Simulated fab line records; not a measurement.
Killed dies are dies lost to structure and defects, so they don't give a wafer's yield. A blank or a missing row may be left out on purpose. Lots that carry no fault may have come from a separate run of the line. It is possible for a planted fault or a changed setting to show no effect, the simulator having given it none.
Which of the tools did it?    flow berkeley cmos170    Sampling: 15 lots, 45 wafers, 5 of 331 route steps

WHAT THE GAUGES READ, wafer by wafer
UCB170_NWELL_THK_MEAS_02.
lot   measured     on             NWELL_OXIDE_THK (nm)
L697  day 1 23:31  film metro-03  25.7 26.0 26.4
L698  day 2 04:50  film metro-04  26.0 26.0 26.2
L699  day 2 11:19  film metro-03  26.3 26.9 25.8
L700  day 2 12:40  film metro-03  26.3 26.4 26.4
L702  day 2 23:30  film metro-04  27.1 26.8 26.8
L703  day 3 04:32  film metro-01  26.0 26.1 26.4
L705  day 3 21:56  film metro-03  26.6 27.0 27.3
L706  day 3 21:56  film metro-01  26.9 26.3 27.4
L708  day 4 02:17  film metro-01  27.2 26.6 26.7
L709  day 4 12:18  film metro-04  24.2 24.0 23.7
L710  day 4 16:19  film metro-04  23.5 24.1 23.9
L711  day 4 16:19  film metro-01  22.9 22.9 23.6
L712  day 4 21:56  film metro-01  26.4 26.3 26.3
L713  day 5 07:47  film metro-04  25.8 25.8 26.2
L718  day 6 12:11  film metro-03  25.9 25.3 25.9

UCB170_CONTACT_THK_MEAS_02.
lot   measured      on             CONTACT_PSG_THK (nm)
L697  day 6 14:02   film metro-04  700 696 696
L698  day 6 14:04   film metro-01  702 698 700
L699  day 7 06:49   film metro-02  708 701 706
L700  day 7 06:49   film metro-04  700 703 696
L702  day 7 23:12   film metro-02  702 703 707
L703  day 8 06:10   film metro-04  689 695 696
L705  day 8 14:05   film metro-04  696 699 703
L706  day 9 00:37   film metro-02  698 697 701
L708  day 9 02:23   film metro-04  702 704 700
L709  day 9 18:39   film metro-01  699 701 703
L710  day 9 20:07   film metro-04  690 691 695
L711  day 9 18:19   film metro-02  708 701 704
L712  day 10 03:43  film metro-04  704 701 698
L713  day 10 18:55  film metro-02  689 689 685
L718  day 11 12:42  film metro-01  693 690 689

UCB170_V1_OVL_MEAS_13.
lot   measured      on          V1_OVL (nm)
L697  day 7 05:25   overlay-01  -10 -11 -5
L698  day 7 05:09   overlay-02  -4 7 2
L699  day 7 17:41   overlay-02  -11 -11 -5
L700  day 7 17:49   overlay-01  -4 -2 -1
L702  day 8 14:01   overlay-02  0 9 3
L703  day 8 14:16   overlay-01  -2 -2 3
L705  day 9 00:39   overlay-01  -4 -2 -3
L706  day 9 12:55   overlay-01  -4 4 -4
L708  day 9 13:15   overlay-02  0 -5 -1
L709  day 10 05:05  overlay-02  1 -2 -3
L710  day 10 08:46  overlay-02  1 -1 2
L711  day 10 05:13  overlay-01  -2 -7 -6
L712  day 10 15:54  overlay-02  5 1 -4
L713  day 11 06:38  overlay-02  1 0 -4
L718  day 12 02:29  overlay-02  0 -2 -2

WHICH TOOL RAN EACH LOT (tool, then ch and the chambers of the sampled wafers, then the start)
lot   UCB170_ZERO_STRIP_07                 UCB170_NWELL_OXIDATION_01
L697  plasma asher-03 ch 0,1, day 1 19:59  furnace-01 ch 0, day 1 22:10
L698  plasma asher-02 ch 0,1, day 1 23:34  furnace-04 ch 0, day 2 03:27
L699  plasma asher-03 ch 0,1, day 2 06:56  furnace-02 ch 0, day 2 09:58
L700  plasma asher-01 ch 0,1, day 2 10:07  furnace-02 ch 0, day 2 11:19
L702  plasma asher-01 ch 0,1, day 2 20:59  furnace-02 ch 0, day 2 22:09
L703  plasma asher-02 ch 0,1, day 3 00:25  furnace-04 ch 0, day 3 03:11
L705  plasma asher-02 ch 0,1, day 3 15:38  furnace-01 ch 0, day 3 20:35
L706  plasma asher-01 ch 0,1, day 3 17:26  furnace-01 ch 0, day 3 20:35
L708  plasma asher-03 ch 1, day 4 00:34    furnace-01 ch 0, day 4 00:56
L709  plasma asher-02 ch 0,1, day 4 06:29  furnace-01 ch 0, day 4 10:57
L710  plasma asher-02 ch 0,1, day 4 14:09  furnace-01 ch 0, day 4 14:58
L711  plasma asher-03 ch 0, day 4 14:34    furnace-01 ch 0, day 4 14:58
L712  plasma asher-01 ch 0,1, day 4 18:58  furnace-04 ch 0, day 4 20:35
L713  plasma asher-01 ch 0,1, day 5 04:34  furnace-04 ch 0, day 5 06:26
L718  plasma asher-03 ch 0,1, day 6 05:29  furnace-04 ch 0, day 6 10:49
- UCB170_ZERO_STRIP_07: strips in O2.
- UCB170_NWELL_OXIDATION_01: target thk 26.4 nm, ox time 1260 s.

AS READ BY THE TOOLS THEMSELVES (means over the sampled wafers that have a number; for cases with no such wafer, the mark the record gives instead)
UCB170_ZERO_STRIP_07.
lot   tool             drypump motor current A (A)  oes product au (a.u.)  strip time to endpoint s (s)
L697  plasma asher-03  5.8                          0.725                  21.48
L698  plasma asher-02  6.3                          0.723                  21.51
L699  plasma asher-03  5.8                          0.727                  21.42
L700  plasma asher-01  5.4                          0.728                  21.44
L702  plasma asher-01  5.4                          0.725                  21.39
L703  plasma asher-02  6.0                          0.727                  21.48
L705  plasma asher-02  6.0                          0.730                  21.45
L706  plasma asher-01  5.4                          0.724                  21.46
L708  plasma asher-03  5.5                          0.724                  21.39
L709  plasma asher-02  6.3                          0.730                  21.36
L710  plasma asher-02  6.4                          0.726                  21.48
L711  plasma asher-03  6.0                          0.727                  21.56
L712  plasma asher-01  5.4                          0.728                  21.53
L713  plasma asher-01  5.2                          0.725                  21.53
L718  plasma asher-03  5.8                          0.725                  21.39

THE ANSWER, worked out from the rows above alone
Rule: the usual values come from the lots themselves. Put in order of their means at a reading, lots are off if they are a third of the lots or fewer, leave a main group of 4 or more, and stand apart from it by a gap of 3 or more times the standard deviation of the main group's means; of several such gaps the widest counts. A main group is skipped when, at the precision printed for the reading in the tables above, its means are all equal. Also off: a lot with no number at a reading for which 4 or more lots have one. The other lots that the step has rows for count as sound. Order of review: gauges by route order, followed by the tools' own readings, for which a lot's mean as printed above is used. At the first step where some lot is off, the reading lying furthest off is the one used; lots without a number count as furthest.
Off: L709, L710, L711, seen at UCB170_NWELL_THK_MEAS_02 (NWELL_OXIDE_THK). Mean 26.4 nm and standard deviation 0.41 in the main group.
If a tool, at a process step before that reading, ran all the lots that are off and no sound lot after the first of them, it fits. Those tools and the gauges at UCB170_NWELL_THK_MEAS_02 are tried in the same way. One fits: UCB170_NWELL_OXIDATION_01 on furnace-01. A fault onset in the window from L708 (day 4 00:56, its last sound lot) to L709 (day 4 10:57, its first lot off) fits.

WHAT WAS PUT IN BY THE SIMULATOR
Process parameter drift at UCB170_NWELL_OXIDATION_01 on furnace-01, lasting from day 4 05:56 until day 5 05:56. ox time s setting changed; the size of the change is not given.
Lots struck among those shown: L709, L710, L711. The rule above found the same.
